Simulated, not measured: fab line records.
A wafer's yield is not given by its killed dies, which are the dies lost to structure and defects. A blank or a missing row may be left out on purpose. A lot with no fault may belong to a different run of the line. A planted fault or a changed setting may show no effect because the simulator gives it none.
Problem report in the 8D (eight disciplines) form, filled by code ; flow rit cmos ; the parts of the form that need people (team, actions taken, sign-off) are left out

1. THE PROBLEM
Mean of killed on rim at RIT_M1_PROBE_99: 10.5 across 2 wafers in 2 lots; on wafers with no fault it is 2.0 (standard deviation 1.5). That is +5.7 standard deviations from the usual mean.
The first sign was on wafer L882.5 at day 6 22:19, on prober-01. The record has a number at this step for 42 wafers belonging to 14 lots. Rule for "out", or "out of limits": more than 4 standard deviations from the usual mean. All remaining wafers that have a number are taken as sound.

2. WHAT IT IS AND WHAT IT IS NOT
question;is;is not
which readings at this step;killed on rim;killed at contacts, killed open, killed short
which lots;L882, L884;L867, L868, L869, L870, L871, L872, L873, L874, L875, L877, L889, L890
which wafers of those lots;L882.5, L884.1;L882.1, L882.4, L884.2, L884.4
read on which tools;prober-01;prober-02
when;from day 6 22:19;"up to then (32 sound wafers); but 8 sound wafers of L884, L889, L890 came after"

3. SUSPECTS, AND WHAT RULES EACH OUT
Counting: a tool at a process step up to the reading stays a suspect if it ran every lot that is out. Sound lots after the first of them don't rule it out here, since some wafers of a struck lot are sound.
- rie diel-04 at RIT_SPACER_ETCHBACK_05 (etches Si3N4 in SF6/CHF3, stops on SiO2, target depth 250 nm, time 240 s): kept. It ran every lot that is out, first L882 (day 6 10:41); its last sound lot up to then is L875 (day 5 00:18).
- prober-01 at RIT_M1_PROBE_99: kept. It ran every lot that is out, first L882 (day 6 22:07); its last sound lot up to then is L874 (day 5 07:16). On those wafers its own readings are out: killed on rim.
- In rie diel-04 at RIT_SPACER_ETCHBACK_05, the wafers that are out were processed in chamber 0 and their sound lot-mates in chambers 1, 3.
The count leaves prober-01 at RIT_M1_PROBE_99 and rie diel-04 at RIT_SPACER_ETCHBACK_05.

4. THE CAUSE (what the simulator had put in)
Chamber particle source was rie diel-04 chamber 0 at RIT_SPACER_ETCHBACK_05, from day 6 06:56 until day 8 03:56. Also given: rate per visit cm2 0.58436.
This tool is one of the 2 suspects left after counting.

5. SEQUENCE OF EFFECTS, ordered by route
Rows list readings where the struck wafers' mean (over those with a number) sits beyond 3 standard deviations from the usual. Readings are gone through only where the record gives a usual standard deviation; hours: the median, over the lots, of the time from a lot's start at the first step in this table giving one to that lot's start at this step; sigmas: the change measured in usual standard deviations.
hours;step;reading;usual;on struck wafers;change;sigmas
0;RIT_M1_PROBE_99;killed at front end;7;21;+14;+4.4
0;RIT_M1_PROBE_99;killed dies;7;21;+14;+4.4
0;RIT_M1_PROBE_99;killed on rim;2.0;10.5;+8.5;+5.7
The process steps in it:
- RIT_M1_PROBE_99

6. HOW IT WOULD HAVE BEEN CAUGHT EARLIER
First out-of-limits reading in this record: day 6 22:19, which is 15 hours after fault onset at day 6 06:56.
An alarm limit of 4 standard deviations would not have fired on the tool readings at RIT_SPACER_ETCHBACK_05 for which the record gives a usual standard deviation, since none of them was out on any struck wafer.
Each of the lots that are out, 2 in all, had begun RIT_SPACER_ETCHBACK_05 on rie diel-04 no later than day 6 22:19. Tool hold at that time: it would have spared none of them.
